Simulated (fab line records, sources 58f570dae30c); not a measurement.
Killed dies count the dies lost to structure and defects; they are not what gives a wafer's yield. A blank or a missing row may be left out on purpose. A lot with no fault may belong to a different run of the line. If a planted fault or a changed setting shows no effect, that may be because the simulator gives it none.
Code-filled problem report in 8D (eight disciplines) form ; flow berkeley cmos170 ; the parts of the form that need people (team, actions taken, sign-off) are left out

1. WHAT IS WRONG
cd nm at UCB170_V2_CD_MEAS_12 reads a mean of 688.7 nm on 9 wafers of 3 lots; wafers without a fault read 699.9 nm with a standard deviation of 1.2. Measured from the usual mean, that is -9.3 standard deviations.
The step: target cd 700 nm.
Earliest sighting: wafer L169.2 on cd sem-02 at day 11 02:41. Wafers with a number at this step in the record: 45, from 15 lots. Rule for "out" (also "out of limits"): further than 4 standard deviations from the usual mean. All remaining wafers that have a number are taken as sound.

2. WHAT THIS IS AND IS NOT
question;is;is not
which readings at this step;cd nm;-
which lots;L169, L170, L175;L159, L160, L161, L162, L163, L164, L165, L172, L174, L176, L178, L179
which wafers of those lots;all that have a number;-
read on which gauges;cd sem-01, cd sem-02;-
when;from day 11 02:41;"up to then (24 sound wafers); but 12 sound wafers of L174, L176, L178, L179 came after"

3. WHAT RULES OUT EACH SUSPECT
Counting: a tool at a process step up to the reading stays a suspect if it ran every lot that is out and no sound lot after the first of them.
- the gauge at UCB170_V2_CD_MEAS_12 has been ruled out. Those wafers that are out were read across 2 gauges (cd sem-01, cd sem-02).
- litho track-01 at UCB170_V2_PEB_10: kept. It ran every lot that is out, first L169 (day 11 02:22), and no sound lot after that; its last sound lot up to then is L172 (day 10 23:38). Out on those wafers are its own readings of heater power total W.
Left after counting: litho track-01 at UCB170_V2_PEB_10.

4. THE CAUSE (what the simulator had put in)
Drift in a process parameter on litho track-01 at UCB170_V2_PEB_10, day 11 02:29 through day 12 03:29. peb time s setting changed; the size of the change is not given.
The count eliminated every tool but this one.

5. SEQUENCE OF EFFECTS, ordered by route
Rows list readings where the struck wafers' mean (over those with a number) sits beyond 3 standard deviations from the usual. Only readings whose record carries a usual standard deviation are examined. hours: median over the lots of the time between each lot's start at the first step of this table that gives one and its start at this step. sigmas: the change, counted in usual standard deviations.
hours;step;reading;usual;on struck wafers;change;sigmas
0;UCB170_V2_PEB_10;heater power total W;56.80 W;59.96;+3.16;+79
0;UCB170_V2_CD_MEAS_12;cd nm;699.9 nm;688.7;-11.2;-9.3
It contains these process steps:
- UCB170_V2_PEB_10

6. HOW IT WOULD HAVE BEEN CAUGHT EARLIER
0 hours passed between the start of the fault at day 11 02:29 and the first reading out of limits at a measuring or inspecting step in this record, taken at day 11 02:41.
The tool's own readings at UCB170_V2_PEB_10 were out on every struck wafer that the step has a row for (heater power total W): an alarm limit on them would have fired on the first of those.
Of the lots that are out (3), L175 began UCB170_V2_PEB_10 on litho track-01 after day 11 02:41. Had the tool been put on hold then, it would have been spared.
